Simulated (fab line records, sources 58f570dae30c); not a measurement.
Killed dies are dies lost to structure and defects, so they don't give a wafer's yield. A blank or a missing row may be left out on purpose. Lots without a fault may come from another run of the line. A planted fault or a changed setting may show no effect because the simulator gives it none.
fab line records | flow berkeley_cmos170
record lots=7 wafers=21 last_day=8
route steps=331 shown NWELL@16
lots that met no fault: from a run of the same line without faults
start_h: hours from the record's first day to the start of the lot's first wafer shown | wait_h: hours since the lot's step before | " the same as in the row above | L1.1+2: a row that stands for several wafers | - no value, or no start given | * or withheld: withheld | < > ~ a bound
route shown NAME@n: a module of which the file shows steps, and the number in the route of the first | usual: mean/standard deviation of fault-free wafers | same: alike in all rows | chamber/n: place in a boat | sites: the reading at each site | _std_site: their standard deviation | _edge_site: outer sites' mean less inner sites' | radius_mm: how far each site lies from the wafer's centre | mask NAME#n: copy n | behind: the tool/chamber that last shaped the wafer | hold: why the lot was held/for how many hours/how that ended | device: the transistor (n, p or np) that didn't switch | end of line: the same wafers' tests at the end of the route | a step without rows: its recipe alone | killed: dies lost to structure and defects at the first sort, not the wafer's yield | map: a wafer's dies, x killed, . not, _ none there
set.NAME: the setting as run; set.NAME@STEP: as run at that earlier step | model.NAME: the simulator's own value behind a step, which no gauge read
lots at some steps of the route; a table a step, a row a wafer
services: from which hour (start_h, from the record's first day; less than 0 if before it) a tool's chamber was out of use, for how many hours, and why
## steps
# step UCB170_NWELL_THK_MEAS_02
# recipe reads=SiO2_of_NWELL_OXIDATION_01
# usual NWELL_OXIDE_THK=26.4/0.44
# columns lot.wafer tool chamber start_h wait_h NWELL_OXIDE_THK[nm]
L415.1 film_metro-02 - 28.54 0.0 27.0
L415.4 " - " " 27.1
L415.6 " - " " 27.1
L418.4 film_metro-03 - 40.36 0.0 26.4
L418.5 " - " " 26.1
L418.6 " - " " 26.2
L419.3 film_metro-03 - 47.15 0.0 26.2
L419.4 " - " " 26.1
L419.6 " - " " 25.9
L420.2 film_metro-03 - 50.11 0.0 26.8
L420.3 " - " " 26.2
L420.6 " - " " 26.8
L426.3 film_metro-01 - 79.91 0.0 25.7
L426.4 " - " " 26.5
L426.6 " - " " 25.8
L425.4 film_metro-02 - 79.92 0.0 26.2
L425.5 " - " " 26.0
L425.6 " - " " 26.3
L427.2 film_metro-01 - 92.03 0.0 26.2
L427.5 " - " " 26.1
L427.6 " - " " 26.1
# step UCB170_NWELL_ANNEAL_03
# recipe temp_c=1000 time_s=900 ambient=N2
# step UCB170_NWELL_CVD_04
# recipe material=Si3N4 target_thk_nm=224 temp_c=800 precursor=SiH2Cl2/NH3 time_s=3360 pressure_mtorr=200 sih2cl2_flow_sccm=25 nh3_flow_sccm=75
# step UCB170_NWELL_THK_MEAS_05
# recipe reads=Si3N4_of_NWELL_CVD_04
# usual NWELL_NITRIDE_THK=224.7/2.1
# columns lot.wafer tool chamber start_h wait_h NWELL_NITRIDE_THK[nm]
L415.1 film_metro-01 - 32.75 0.0 223.9
L415.4 " - " " 225.1
L415.6 " - " " 226.3
L418.4 film_metro-02 - 45.68 0.0 226.9
L418.5 " - " " 228.6
L418.6 " - " " 226.5
L419.3 film_metro-01 - 53.02 0.0 228.6
L419.4 " - " " 227.3
L419.6 " - " " 228.1
L420.2 film_metro-03 - 58.52 0.0 226.7
L420.3 " - " " 228.5
L420.6 " - " " 228.4
L426.3 film_metro-02 - 88.91 0.0 222.6
L426.4 " - " " 223.8
L426.6 " - " " 222.5
L425.4 film_metro-03 - 88.92 0.0 225.3
L425.5 " - " " 227.3
L425.6 " - " " 225.5
L427.2 film_metro-02 - 96.46 0.0 224.2
L427.5 " - " " 224.7
L427.6 " - " " 224.2
# step UCB170_NWELL_HMDS_06
# recipe prime_time_s=60 prime_temp_c=100
# step UCB170_NWELL_COAT_07
# recipe resist=KrF spin_rpm=1500 resist_thk_nm=900
# step UCB170_NWELL_SOFTBAKE_08
# recipe resist=KrF temp_c=130 time_s=60
# step UCB170_NWELL_EXPOSE_09
# recipe mask_id=NWELL target_cd_nm=3000 na=0.5 sigma_outer=0.6 source_shape=conventional dose_mj=25
# step UCB170_NWELL_PEB_10
# recipe peb_temp_c=130 peb_time_s=withheld resist=KrF
# step UCB170_NWELL_DEVELOP_11
# recipe developer=TMAH develop_time_s=45 resist=KrF dev_temp_c=21
# step UCB170_NWELL_OVL_MEAS_12
# usual NWELL_OVL=-4/4.9
# columns lot.wafer tool chamber start_h wait_h NWELL_OVL[nm]
L415.1 overlay-01 - 34.08 - 3
L415.4 " - " " -8
L415.6 " - " " -2
L418.4 overlay-02 - 46.70 - -9
L418.5 " - " " -7
L418.6 " - " " -5
L419.3 overlay-02 - 54.04 - -9
L419.4 " - " " -16
L419.6 " - " " -5
L420.2 overlay-01 - 59.87 - -3
L420.3 " - " " -3
L420.6 " - " " -3
L426.3 overlay-02 - 90.12 - -8
L426.4 " - " " -5
L426.6 " - " " -7
L425.4 overlay-02 - 90.29 - -3
L425.5 " - " " -13
L425.6 " - " " -2
L427.2 overlay-02 - 97.86 - 10
L427.5 " - " " 0
L427.6 " - " " 7
# step UCB170_NWELL_ETCH_13
# recipe chemistry=CH3F/Ar/O2 target=Si3N4 stop_on=SiO2 CH3F_flow_sccm=20 Ar_flow_sccm=50 O2_flow_sccm=7 pressure_mtorr=50 rf_w=450 target_depth_a=2464 over_etch_frac=0.1 time_s=154
# usual O2_flow_sccm=6.999/0.024 drypump_motor_current_A=5.9/0.53 oes_product_au=0.946/0.011 throttle_valve_pct=8.07/0.15
# columns lot.wafer tool chamber start_h wait_h O2_flow_sccm drypump_motor_current_A oes_product_au rf_hours_counter_h throttle_valve_pct
L415.1 rie_diel-04 3 34.12 0.0 7.035 5.9 0.952 166 8.02
L415.4 " 0 " " 6.996 6.4 0.959 - 8.30
L415.6 " 2 " " 6.965 4.7 0.951 - 7.99
L418.4 rie_diel-04 1 46.72 0.0 7.005 5.8 0.940 1 7.81
L418.5 " 0 " " 7.000 6.4 0.946 - 8.30
L418.6 " 1 " " 7.029 5.8 0.951 - 7.80
L419.3 rie_diel-03 3 54.06 0.0 6.969 6.5 0.967 93 8.21
L419.4 " 0 " " 7.017 6.3 0.952 119 8.09
L419.6 " 3 " " 7.023 6.5 0.959 - 8.21
L420.2 rie_diel-01 1 59.90 0.0 7.032 6.3 0.951 7 7.94
L420.3 " 3 " " 6.993 5.4 0.960 99 8.13
L420.6 " 3 " " 6.991 5.4 0.964 - 8.14
L426.3 rie_diel-04 0 90.15 0.0 7.008 6.3 0.949 28 8.31
L426.4 " 1 " " 7.014 5.8 0.942 - 7.81
L426.6 " 3 " " 6.979 5.9 0.945 - 8.02
L425.4 rie_diel-03 3 90.31 0.0 6.985 6.5 0.951 95 8.20
L425.5 " 3 " " 6.957 6.5 0.956 - 8.21
L425.6 " 0 " " 7.004 6.3 0.940 - 8.10
L427.2 rie_diel-01 1 97.89 0.0 7.007 6.2 0.936 8 7.95
L427.5 " 2 " " 6.962 6.6 0.946 - 7.97
L427.6 " 3 " " 6.947 5.4 0.955 - 8.13
# step UCB170_NWELL_IMPLANT_14
# recipe species=P dose_cm2=1e+13 energy_kev=150 tilt_deg=7
# usual end_station_pressure_torr=5.02e-06/3e-07 implant_ion_amu=31/0 tilt_deg=7.006/0.02
# columns lot.wafer tool chamber start_h wait_h end_station_pressure_torr implant_ion_amu tilt_deg model.implant.rp_nm model.implant.drp_nm
L415.1 implanter-04 0 34.22 0.1 4.82e-06 31 7.000 193.2 62.72
L415.4 " 0 " " 5.44e-06 31 6.996 193.2 62.72
L415.6 " 0 " " 5.02e-06 31 7.013 193.2 62.72
L418.4 implanter-03 0 46.89 0.1 4.92e-06 31 7.003 187.4 62.72
L418.5 " 0 " " 5.11e-06 31 7.000 187.4 62.72
L418.6 " 0 " " 5.64e-06 31 7.008 187.4 62.72
L419.3 implanter-02 0 54.21 0.1 4.78e-06 31 7.008 189.2 62.72
L419.4 " 0 " " 5.02e-06 31 7.004 189.2 62.72
L419.6 " 0 " " 4.98e-06 31 7.017 189.2 62.72
L420.2 implanter-03 0 60.03 0.1 4.53e-06 31 7.043 185.5 62.72
L420.3 " 0 " " 4.96e-06 31 7.031 185.5 62.72
L420.6 " 0 " " 5.08e-06 31 7.039 185.5 62.72
L426.3 implanter-04 0 90.30 0.1 5.36e-06 11 6.981 451.6 97.97
L426.4 " 0 " " 4.56e-06 11 6.999 451.6 97.97
L426.6 " 0 " " 5.43e-06 11 7.021 451.6 97.97
L425.4 implanter-02 0 90.48 0.1 5.52e-06 11 6.985 430.3 97.97
L425.5 " 0 " " 5.42e-06 11 7.013 430.3 97.97
L425.6 " 0 " " 5.17e-06 11 7.005 430.3 97.97
L427.2 implanter-03 0 98.02 0.1 4.33e-06 11 7.052 439.6 97.97
L427.5 " 0 " " 5.06e-06 11 7.024 439.6 97.97
L427.6 " 0 " " 5e-06 11 7.037 439.6 97.97
# step UCB170_NWELL_STRIP_15
# recipe chemistry=O2 power_w=400 pressure_mtorr=3500 platen_temp_c=withheld o2_flow_sccm=400 overash_fraction=0.5
# usual drypump_motor_current_A=5.7/0.38 oes_product_au=0.720/0.0042 strip_time_to_endpoint_s=17.98/0.075
# columns lot.wafer tool chamber start_h wait_h drypump_motor_current_A oes_product_au rf_hours_counter_h strip_time_to_endpoint_s
L415.1 plasma_asher-02 1 34.37 0.1 5.8 0.719 35 17.92
L415.4 " 1 " " 5.8 0.711 - 17.94
L415.6 " 0 " " 6.5 0.721 - 17.89
L418.4 plasma_asher-04 1 47.00 0.1 5.5 0.721 - 18.02
L418.5 " 1 " " 5.5 0.726 - 18.01
L418.6 " 0 " " 5.3 0.723 - 18.03
L419.3 plasma_asher-04 0 54.35 0.1 5.4 0.723 - 18.00
L419.4 " 1 " " 5.5 0.713 - 18.00
L419.6 " 0 " " 5.3 0.719 - 18.07
L420.2 plasma_asher-02 0 60.15 0.1 6.5 0.724 39 17.98
L420.3 " 1 " " 5.8 0.718 - 18.01
L420.6 " 1 " " 5.8 0.714 - 17.98
L426.3 plasma_asher-02 0 90.43 0.1 6.5 0.724 - 18.02
L426.4 " 1 " " 5.8 0.718 - 18.07
L426.6 " 0 " " 6.5 0.721 - 18.02
L425.4 plasma_asher-03 0 90.59 0.1 5.7 0.723 - 17.97
L425.5 " 0 " " 5.6 0.729 - 17.95
L425.6 " 1 " " 5.5 0.722 - 17.97
L427.2 plasma_asher-04 0 98.14 0.1 5.4 0.718 34 17.89
L427.5 " 1 " " 5.4 0.720 - 17.79
L427.6 " 0 " " 5.4 0.717 - 17.93
# step UCB170_NWELL_TW_MEAS_16
# usual NWELL_TW=1246/13
# columns lot.wafer tool chamber start_h wait_h NWELL_TW
L415.1 film_metro-02 - 34.47 0.1 1225
L415.4 " - " " 1232
L415.6 " - " " 1221
L418.4 film_metro-01 - 47.10 0.1 1250
L418.5 " - " " 1254
L418.6 " - " " 1266
L419.3 film_metro-02 - 54.43 0.1 1237
L419.4 " - " " 1234
L419.6 " - " " 1238
L420.2 film_metro-02 - 60.26 0.1 1243
L420.3 " - " " 1240
L420.6 " - " " 1239
L426.3 film_metro-01 - 90.52 0.1 514
L426.4 " - " " 514
L426.6 " - " " 511
L425.4 film_metro-03 - 90.69 0.1 515
L425.5 " - " " 516
L425.6 " - " " 516
L427.2 film_metro-02 - 98.25 0.1 503
L427.5 " - " " 504
L427.6 " - " " 507
# step UCB170_NWELL_CLEAN_17
# recipe chemistry=SPM temp_c=120 time_s=600
## services
# columns tool chamber start_h hours kind
rie_diel-04 1 19.39 - clean
rie_diel-04 1 19.39 16.2 scheduled_down
rie_diel-04 1 19.39 16.2 vent_cycle
implanter-03 - 27.30 0.6 repair
implanter-02 - 34.54 4.7 pm
plasma_asher-03 - 39.36 43.1 repair
implanter-03 - 74.20 4.1 pm
rie_diel-04 2 78.69 - clean
rie_diel-04 2 78.69 23.7 scheduled_down
rie_diel-04 2 78.69 23.7 vent_cycle
implanter-02 - 87.09 1.7 repair
plasma_asher-03 - 92.56 2.2 repair
plasma_asher-04 - 93.20 4.0 repair
## key
first_sign step=UCB170_NWELL_IMPLANT_14 reading=implant_ion_amu direction=down sigmas=99+ usual=31 struck=11
effect step=UCB170_NWELL_TW_MEAS_16 reading=NWELL_TW direction=down sigmas=55 usual=1246 struck=511
model_effect step=UCB170_NWELL_IMPLANT_14 value=implant.rp_nm without=189 struck=440.5
met_at UCB170_NWELL_IMPLANT_14
struck_wafers L425.4,L425.5,L425.6,L426.3,L426.4,L426.6,L427.2,L427.5,L427.6
later_rows_left_out L425.4,L425.5,L425.6,L426.3,L426.4,L426.6,L427.2,L427.5,L427.6
sort_left_out L425.4,L425.5,L425.6,L426.3,L426.4,L426.6,L427.2,L427.5,L427.6
tester_left_out L425,L426,L427
onset_between 60.03 90.30
fault kind=wrong_recipe_download tool=implanter-02,implanter-03,implanter-04 chamber=- onset_h=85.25 steps=UCB170_NWELL_IMPLANT_14 wrong_recipe.not_listed=1
# tester_left_out: of these lots the tester's yield and bins aren't shown, on N5 and GAA mostly nor the transistor test; their killed dies are dies lost to structure and defects alone, not to doping, threshold or leakage, so they don't give the yield
# sort_left_out: the simulated sort isn't trusted on such a fault, so these wafers' sort isn't shown, and their yield isn't known
# later_rows_left_out: the simulator's readings of these wafers behind a module that went badly wrong aren't trusted and aren't shown, but for the sort
